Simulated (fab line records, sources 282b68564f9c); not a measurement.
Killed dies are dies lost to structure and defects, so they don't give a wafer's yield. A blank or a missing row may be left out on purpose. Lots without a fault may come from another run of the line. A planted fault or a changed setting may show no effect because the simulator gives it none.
Which tool did it? | flow rit_cmos | 15 lots, 45 wafers sampled, at 2 steps of a route of 202

WHAT THE GAUGES READ, wafer by wafer
RIT_REOX_THK_MEAS_04. Usual: REOX_OXIDE_THK 25.4 nm, standard deviation 0.52.
lot  | measured    | on            | REOX_OXIDE_THK (nm) | flag
L678 | day 2 20:19 | film_metro-03 | 24.8 24.9 24.6      |
L679 | day 2 23:07 | film_metro-03 | 26.4 26.5 26.4      |
L681 | day 3 08:24 | film_metro-04 | 25.5 25.4 26.1      |
L682 | day 3 20:16 | film_metro-01 | 40.5 40.1 39.9      | OFF
L683 | day 3 19:01 | film_metro-04 | 25.7 25.7 25.5      |
L685 | day 4 05:10 | film_metro-01 | 25.1 25.5 25.1      |
L687 | day 4 20:19 | film_metro-03 | 41.8 41.9 41.1      | OFF
L690 | day 5 14:21 | film_metro-03 | 40.6 41.0 40.5      | OFF
L691 | day 5 11:49 | film_metro-04 | 25.5 25.2 25.3      |
L693 | day 5 21:40 | film_metro-01 | 25.2 25.4 25.7      |
L694 | day 6 01:31 | film_metro-01 | 25.3 25.3 25.5      |
L696 | day 6 16:46 | film_metro-01 | 24.9 25.4 25.2      |
L699 | day 7 06:28 | film_metro-04 | 25.4 25.0 25.3      |
L700 | day 7 16:12 | film_metro-01 | 25.3 24.9 25.2      |
L701 | day 8 04:01 | film_metro-03 | 25.1 25.1 25.3      |

WHICH TOOL RAN EACH LOT (tool, then ch and the chambers of the sampled wafers, then the start)
lot  | RIT_REOX_OXIDATION_03
L678 | furnace-04 ch 0, day 2 17:46
L679 | furnace-03 ch 0, day 2 20:34
L681 | furnace-03 ch 0, day 3 05:50
L682 | furnace-03 ch 0, day 3 14:05
L683 | furnace-04 ch 0, day 3 16:28
L685 | furnace-03 ch 0, day 4 02:36
L687 | furnace-01 ch 0, day 4 15:03
L690 | furnace-04 ch 0, day 5 08:35 and furnace-03 ch 0, day 5 11:48
L691 | furnace-03 ch 0, day 5 09:15
L693 | furnace-01 ch 0, day 5 19:07
L694 | furnace-01 ch 0, day 5 22:58
L696 | furnace-01 ch 0, day 6 14:13
L699 | furnace-03 ch 0, day 7 03:54
L700 | furnace-03 ch 0, day 7 13:39
L701 | furnace-03 ch 0, day 8 01:28
- RIT_REOX_OXIDATION_03: target thk 25.2 nm, ox time 5580 s.

WHAT THE TOOLS THEMSELVES READ (means of the sampled wafers that have a number; where no wafer has one, the mark that the record gives instead)
RIT_REOX_OXIDATION_03. Usual: tube_center_temp_C 900 C, standard deviation 0.082; tube_center_temp_C_max 902.3, standard deviation 0.37; zone_power_centre_pct 44 %, standard deviation 3.3; zone_power_load_pct 28.3 %, standard deviation 0.79.
lot  | tool                  | tube_center_temp_C (C) | tube_center_temp_C_max | zone_power_centre_pct (%) | zone_power_load_pct (%) | flag
L678 | furnace-04            | 900                    | 902.2                  | 39                        | 29.5                    |
L679 | furnace-03            | 900                    | 902.5                  | 44                        | 28.0                    |
L681 | furnace-03            | 900                    | 902.4                  | 45                        | 28.0                    |
L682 | furnace-03            | 900                    | 902.0                  | 44                        | 27.9                    |
L683 | furnace-04            | 900                    | 903.0                  | 39                        | 29.3                    |
L685 | furnace-03            | 900                    | 902.2                  | 45                        | 28.3                    |
L687 | furnace-01            | 900                    | 902.1                  | 48                        | 27.4                    |
L690 | furnace-04/furnace-03 | 900                    | 902.3                  | 42                        | 28.7                    |
L691 | furnace-03            | 900                    | 902.2                  | 45                        | 27.6                    |
L693 | furnace-01            | 900                    | 902.2                  | 49                        | 27.5                    |
L694 | furnace-01            | 900                    | 902.2                  | 48                        | 27.2                    |
L696 | furnace-01            | 900                    | 902.1                  | 48                        | 27.2                    |
L699 | furnace-03            | 900                    | 902.5                  | 44                        | 28.1                    |
L700 | furnace-03            | 900                    | 902.3                  | 45                        | 28.0                    |
L701 | furnace-03            | 900                    | 902.7                  | 45                        | 27.7                    |

THE ANSWER, worked out from the rows above alone
Rule: a lot is off if the mean of its wafers that have a number lies more than 3 standard deviations from the usual mean. A lot without any number at a reading at which 4 lots or more have one is off too. The other lots that the step has rows for count as sound. The gauges are gone through in route order, then the tools' own readings, and for those a lot's mean is taken as printed above. The first step at which some lot is off is used, and at that step the reading that is off furthest; a lot without a number counts as furthest.
Off: L682, L687, L690, at RIT_REOX_THK_MEAS_04 (REOX_OXIDE_THK).
A tool fits if, at a process step before that reading, it ran every lot that is off, and no sound lot after the first of them. The gauges at RIT_REOX_THK_MEAS_04 are tried like those tools. None of those tried fits.

WHAT THE SIMULATOR HAD PUT IN
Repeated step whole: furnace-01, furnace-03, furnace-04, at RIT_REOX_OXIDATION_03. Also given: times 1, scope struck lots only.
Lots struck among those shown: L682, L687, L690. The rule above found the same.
